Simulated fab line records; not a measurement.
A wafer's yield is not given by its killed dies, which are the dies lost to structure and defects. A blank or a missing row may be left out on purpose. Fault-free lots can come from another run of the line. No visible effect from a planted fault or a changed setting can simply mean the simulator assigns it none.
Struck lot and sound lot, side by side	flow rit-cmos	14 steps out of a route of 202
Sound: these wafers, L308.1, L308.4, L308.6. The struck wafers were L304.3, L304.5, L304.6. Last of all comes the cause.
At each step with rows: each side's tool, then ch and its chambers, then its first start. Under that, the readings that differ: sound wafers	struck wafers	difference of the means	sigmas: that difference in standard deviations of wafers without a fault.
alike: words and numbers the same on both sides, and readings whose means are apart by under 2 such deviations; not compared: readings that were withheld, readings missing a value for some wafer, numbers with overlapping values and no deviation given by the record, and bounds like >300 which may hide the same value.
A row with sigmas, a row that says differs or no value, or rows on one side alone: a step with any of these is where the two part. Numbers that don't overlap but have no deviation are shown without sigmas and don't part them. Lack of a reading on every wafer of one side parts them only where that side has two or more wafers.

first, 4 steps without rows for these wafers: RIT_NSD_SOFTBAKE_02 (time 60 s); RIT_NSD_EXPOSE_03 (exposes mask M9, target cd 40700 nm); RIT_NSD_PEB_04; RIT_NSD_DEVELOP_05 (develop time 50 s).
RIT_NSD_OVL_MEAS_06:
  sound: overlay-01 at day 6 22:50; struck: overlay-02 at day 6 03:55
  alike: NSD_OVL
then, 2 steps without rows for these wafers: RIT_NSD_HARDBAKE_07 (time 60 s); RIT_NSD_IMPLANT_08.
RIT_NSD_STRIP_09: strips in O2, time 180 s.
  sound on plasma-asher-02 ch 0,1, day 6 23:10; struck on plasma-asher-01 ch 0,1, day 6 04:17
  alike: drypump-motor-current-A
  not compared: rf-hours-counter-h
RIT_NSD_TW_MEAS_10:
  sound: film-metro-04 at day 6 23:21; struck: film-metro-04 at day 6 04:26
  alike: NSD_TW
then, 3 steps without rows for these wafers: RIT_PSD_HMDS_00 (prime time 60 s); RIT_PSD_COAT_01 (resist thk 1000 nm); RIT_PSD_SOFTBAKE_02 (time 60 s).
RIT_PSD_EXPOSE_03: exposes mask M10, target cd 40900 nm.
  sound on iline-stepper-01 ch 0, day 6 23:52; struck on iline-stepper-01, day 6 04:57
  no value came back on the struck wafers for exposure-dose-mJ-cm2, focus-offset-nm (nm); on the sound wafers exposure-dose-mJ-cm2 reads 249.90 250.31 250.16
  alike: mask
then, 1 step without rows for these wafers: RIT_PSD_PEB_04.

WHERE THEY PART
Within this record, at RIT_PSD_EXPOSE_03 only.

WHY: whatever the simulator had introduced
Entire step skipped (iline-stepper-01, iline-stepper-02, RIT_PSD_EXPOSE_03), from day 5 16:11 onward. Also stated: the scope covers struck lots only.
